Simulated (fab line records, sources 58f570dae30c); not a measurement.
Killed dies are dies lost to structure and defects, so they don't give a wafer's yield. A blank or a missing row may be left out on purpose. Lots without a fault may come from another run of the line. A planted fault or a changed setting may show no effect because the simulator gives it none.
Which tool did it? | flow berkeley_cmos170 | 14 lots, 42 wafers sampled, at 3 steps of a route of 331

WHAT THE GAUGES READ, wafer by wafer
UCB170_PWELL_OVL_MEAS_13. Usual: PWELL_OVL -2 nm, standard deviation 4.8.
lot  | measured    | on         | PWELL_OVL (nm) | flag
L649 | day 3 01:13 | overlay-02 | -5 -3 -3       |
L650 | day 3 11:55 | overlay-02 | -6 -8 -11      |
L651 | day 3 17:31 | overlay-01 | 2 0 5          |
L654 | day 4 12:29 | overlay-01 | 0 3 -3         |
L659 | day 4 20:31 | overlay-02 | -1 3 -4        |
L660 | day 5 03:03 | overlay-02 | -2 3 1         |
L661 | day 5 10:12 | overlay-02 | 0 -4 -1        |
L663 | day 5 17:44 | overlay-02 | -6 -12 -8      |
L664 | day 5 23:51 | overlay-02 | 4 -1 -6        |
L665 | day 6 12:42 | overlay-02 | 6 -1 -4        |
L667 | day 6 23:07 | overlay-01 | 3 -2 -3        |
L668 | day 7 03:50 | overlay-01 | 3 -8 -6        |
L669 | day 7 11:17 | overlay-01 | -9 -2 4        |
L671 | day 7 15:20 | overlay-02 | -5 -5 -4       |

UCB170_PFIELD_TW_MEAS_09. Usual: PFIELD_TW 601, standard deviation 10.
lot  | measured    | on            | PFIELD_TW   | flag
L649 | day 4 03:23 | film_metro-02 | 590 592 592 |
L650 | day 4 17:46 | film_metro-02 | 592 593 591 |
L651 | day 4 22:55 | film_metro-04 | 612 613 613 |
L654 | day 5 21:49 | film_metro-01 | 606 605 603 |
L659 | day 6 02:06 | film_metro-02 | 587 590 590 |
L660 | day 6 07:54 | film_metro-01 | 605 606 606 |
L661 | day 6 22:35 | film_metro-04 | 608 608 608 |
L663 | day 7 06:48 | film_metro-02 | 587 585 586 |
L664 | day 7 06:32 | film_metro-04 | 608 607 608 |
L665 | day 7 18:52 | film_metro-02 | 587 589 589 |
L667 | day 8 05:23 | film_metro-04 | 609 608 611 |
L668 | day 8 08:56 | film_metro-04 | 612 609 609 |
L669 | day 8 21:32 | film_metro-02 | 586 588 587 |
L671 | day 8 21:26 | film_metro-02 | 588 590 589 |

UCB170_PLDD_OVL_MEAS_07. Usual: PLDD_OVL 3 nm, standard deviation 5.
lot  | measured     | on         | PLDD_OVL (nm) | flag
L649 | day 6 00:10  | overlay-01 | -1 -7 1       |
L650 | day 6 17:45  | overlay-01 | 7 -5 0        |
L651 | day 7 00:18  | overlay-01 | -3 1 4        |
L654 | day 7 21:34  | overlay-02 | 5 2 9         |
L659 | day 7 21:01  | overlay-02 | 1 6 5         |
L660 | day 8 09:21  | overlay-02 | 0 0 -2        |
L661 | day 8 15:40  | overlay-02 | 6 7 10        |
L663 | day 9 03:25  | overlay-02 | 3 10 4        |
L664 | day 9 04:07  | overlay-01 | -2 3 -2       |
L665 | day 9 09:49  | overlay-02 | 7 9 15        |
L667 | day 9 23:55  | overlay-01 | 6 6 5         |
L668 | day 10 06:11 | overlay-01 | 6 1 -6        |
L669 | day 10 12:52 | overlay-02 | -3 1 -4       |
L671 | day 10 13:06 | overlay-01 | 0 7 -1        |

WHICH TOOL RAN EACH LOT (tool, then ch and the chambers of the sampled wafers, then the start)
The record holds no process step before these readings.

WHAT THE TOOLS THEMSELVES READ (means of the sampled wafers that have a number; where no wafer has one, the mark that the record gives instead)
The record holds no such reading with a usual standard deviation.

THE ANSWER, worked out from the rows above alone
Rule: a lot is off if the mean of its wafers that have a number lies more than 3 standard deviations from the usual mean. A lot without any number at a reading at which 4 lots or more have one is off too. The other lots that the step has rows for count as sound. The gauges are gone through in route order, then the tools' own readings, and for those a lot's mean is taken as printed above. The first step at which some lot is off is used, and at that step the reading that is off furthest; a lot without a number counts as furthest.
No lot is off at any reading shown: from this, nothing can be told.

WHAT THE SIMULATOR HAD PUT IN
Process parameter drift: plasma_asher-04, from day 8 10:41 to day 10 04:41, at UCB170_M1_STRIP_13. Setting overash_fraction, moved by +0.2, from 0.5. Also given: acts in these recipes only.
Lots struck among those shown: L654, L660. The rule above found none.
